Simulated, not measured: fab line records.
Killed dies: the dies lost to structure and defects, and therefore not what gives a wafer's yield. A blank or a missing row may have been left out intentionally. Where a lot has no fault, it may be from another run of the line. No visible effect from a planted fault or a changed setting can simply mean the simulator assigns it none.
Problem report in the 8D (eight disciplines) form, filled by code + flow berkeleyCmos170 + the parts of the form that need people (team, actions taken, sign-off) are left out

1. WHAT WENT WRONG
At UCB170_M1_METAL_ETCH_12, rfFwdPowerW averages 667.2 W over 6 wafers from 2 lots, while fault-free wafers read 596.4 W, standard deviation 2. Relative to the usual mean, that is a shift of +35 standard deviations.
The step: etches Al in Cl2/BCl3, stops on PSG, target depth 780 nm, time 130 s.
Earliest sighting: wafer L949.2 on rieMetal-04 at day 11 18:19. At this step, 42 wafers from 14 lots have a number in the record. Rule for "out", or "out of limits": more than 4 standard deviations from the usual mean. All remaining wafers that have a number are taken as sound.

2. WHAT IT IS, WHAT IT ISN'T
| question                    | is                     | is not                                                                 |
|-----------------------------|------------------------|------------------------------------------------------------------------|
| which readings at this step | rfFwdPowerW            | bcl3FlowSccm, drypumpMotorCurrentA, oesProductAu, throttleValvePct     |
| which lots                  | L949, L950             | L927, L928, L929, L930, L931, L933, L934, L935, L936, L938, L941, L944 |
| which wafers of those lots  | all that have a number | -                                                                      |
| read on which tools         | rieMetal-04            | rieMetal-01, rieMetal-03                                               |
| when                        | from day 11 18:19      | up to then (36 sound wafers)                                           |

3. THE SUSPECTS, EACH WITH WHAT RULES IT OUT
Counting: a tool at a process step up to the reading stays a suspect if it ran every lot that is out and no sound lot after the first of them.
- rtpAnneal-02 at UCB170_SDANNEAL_RTA_01 (time 5 s): kept. All lots that are out passed through it, beginning with L949 at day 11 10:50, and no sound lot followed; its final sound lot before that point was L941 at day 9 14:05.
- rieMetal-04 at UCB170_M1_METAL_ETCH_12 (etches Al in Cl2/BCl3, stops on PSG, target depth 780 nm, time 130 s): kept. All lots that are out passed through it, beginning with L949 at day 11 18:19, and no sound lot followed; its final sound lot before that point was L941 at day 10 00:19. Out on those wafers are its own readings of rfFwdPowerW.
Left after counting: rtpAnneal-02 at UCB170_SDANNEAL_RTA_01, rieMetal-04 at UCB170_M1_METAL_ETCH_12.

4. THE CAUSE (what the simulator had put in)
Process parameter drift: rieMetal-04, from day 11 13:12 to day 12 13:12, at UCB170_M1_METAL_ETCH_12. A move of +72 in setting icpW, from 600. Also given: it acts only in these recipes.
Of the 2 suspects that counting leaves, this tool is one.

5. THE EFFECT CHAIN, in route order
Rows list readings where the struck wafers' mean (over those with a number) sits beyond 3 standard deviations from the usual. Only readings whose record carries a usual standard deviation are examined. hours: median over the lots of the time between each lot's start at the first step of this table that gives one and its start at this step. sigmas: the change, counted in usual standard deviations.
| hours | step                    | reading     | usual   | on struck wafers | change | sigmas |
|-------|-------------------------|-------------|---------|------------------|--------|--------|
| 0     | UCB170_M1_METAL_ETCH_12 | rfFwdPowerW | 596.4 W | 667.2            | +70.8  | +35    |
Here are the process steps it includes:
- UCB170_M1_METAL_ETCH_12: etches Al in Cl2/BCl3, stops on PSG, target depth 780 nm, time 130 s.

6. HOW IT WOULD HAVE BEEN CAUGHT EARLIER
5 hours passed between the start of the fault at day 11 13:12 and the first reading out of limits in this record, taken at day 11 18:19.
